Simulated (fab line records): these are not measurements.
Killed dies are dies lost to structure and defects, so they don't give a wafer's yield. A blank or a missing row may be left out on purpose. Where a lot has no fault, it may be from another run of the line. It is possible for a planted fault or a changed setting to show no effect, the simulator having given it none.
Split-lot trial -- flow berkeley cmos170 -- 5 lots, 23 wafers read, on a route of 331 steps

== ABOUT THE SPLIT ==
At UCB170_PVT_COAT_01 (resist thk 900 nm), the setting resist thk nm was moved away from the recipe's 900 nm on 10 of the 23 wafers read, by -4.7% to +5.9%. For the rest of the wafers, this setting stayed at what the recipe calls for.

Reading taken at the split's own step.

== THE READING ==
KrF_of_PVT_COAT_01.thk nm (the simulator's own value, which no gauge read), in nm, at UCB170_PVT_COAT_01 (resist thk 900 nm). The file gives no usual value for it. Here, 13 wafers ran the recipe; their average is 900.2 nm with a standard deviation of 4.1 nm.

wafer,"tool, chamber at the split","resist thk nm as run, nm",against the recipe,"KrF_of_PVT_COAT_01.thk nm, nm",against lot-mates on the recipe
L074.1,"litho track-04, 0",900,recipe,895.8,-
L074.2,"litho track-04, 0",857.3,-4.7%,853.1,-42.1
L074.3,"litho track-04, 0",857.3,-4.7%,854.4,-40.8
L074.4,"litho track-04, 0",900,recipe,895,-
L074.6,"litho track-04, 0",900,recipe,894.8,-
L075.4,"litho track-01, 0",900,recipe,905.2,-
L075.5,"litho track-01, 0",900,recipe,908.2,-
L075.6,"litho track-01, 0",900,recipe,905.5,-
L076.1,"litho track-04, 0",900,recipe,900.8,-
L076.3,"litho track-04, 0",900,recipe,900.8,-
L076.2,"litho track-04, 0",900,recipe,901.7,-
L076.5,"litho track-04, 0",924.8,+2.8%,923.2,+22.1
L076.6,"litho track-04, 0",924.8,+2.8%,924,+22.9
L085.1,"litho track-04, 0",900,recipe,896.1,-
L085.2,"litho track-04, 0",870.6,-3.3%,869.2,-27.9
L085.3,"litho track-04, 0",900,recipe,898.1,-
L085.4,"litho track-04, 0",870.6,-3.3%,871.6,-25.5
L085.6,"litho track-04, 0",870.6,-3.3%,872.3,-24.8
L083.1,"litho track-03, 0",952.7,+5.9%,951.9,+51.6
L083.3,"litho track-03, 0",952.7,+5.9%,950.5,+50.2
L083.4,"litho track-03, 0",952.7,+5.9%,950.1,+49.8
L083.5,"litho track-03, 0",900,recipe,901.6,-
L083.6,"litho track-03, 0",900,recipe,899,-

THE FIT
A straight line over all 23 wafers: KrF_of_PVT_COAT_01.thk nm changes by +8.96 nm for each +1% of resist thk nm; r = +0.99; the points scatter about the line by 3.5 nm.
The same after taking each lot's own level away (the mean of its wafers on the recipe; 23 wafers): +8.51 nm for each +1%; r = +1.00; scatter 1.3 nm.
That fit puts the effect of the largest move of resist thk nm on the reading at 50 nm.
Measured against the standard deviation above, the lots' own levels, which go from 895.20 to 906.30 nm, span 2.7 times it.
The two slopes agree, so the slope changes little with the lot-to-lot level.
Check: +49.5 nm against its lot-mates is what the line predicts for one of the wafers moved furthest among these (+5.9%) when that wafer is left out of the fit. Against them it came out at +51.6 nm.

== OTHER SPLITS APPLIED TO THESE WAFERS ==
Note: prior to the reading, these wafers also went through further splits. Each is held against what the fit with the lots' levels taken away leaves over:
other split on the same wafers,wafers away from the commonest value,r with KrF_of_PVT_COAT_01.thk nm (lot level and that fit taken away)
UCB170_ZERO_COAT_01 resist thk nm,6,+0.13
UCB170_ZERO_STRIP_07 o2 flow sccm,8,-0.10
UCB170_NWELL_IMPLANT_14 dose cm2,8,-0.11
UCB170_PWELL_CVD_05 time s,18,-0.04
UCB170_PWELL_DEVELOP_12 develop time s,10,+0.33
UCB170_ACTIVE_COAT_08 resist thk nm,4,+0.04
UCB170_ACTIVE_PEB_11 peb temp c,7,-0.09
UCB170_SACOX_OXIDATION_01 ox time s,18,+0.35

== THE WHOLE CHAIN: every reading that the file lists as answering this split, in the file's order ==
step,what it does,reading,change (the file's fit),r (the file's)
UCB170_PVT_COAT_01,resist thk 900 nm,"KrF_of_PVT_COAT_01.thk nm (the simulator's own value, which no gauge read)",+8.53 nm for each +1% of the setting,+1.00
UCB170_PVT_STRIP_08,strips in O2,strip time to endpoint s,withheld for each +1% of the setting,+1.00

== THE FILE'S OWN FIT ==
KrF_of_PVT_COAT_01.thk nm changes by +8.53 nm for each +1% of resist thk nm, r = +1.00.
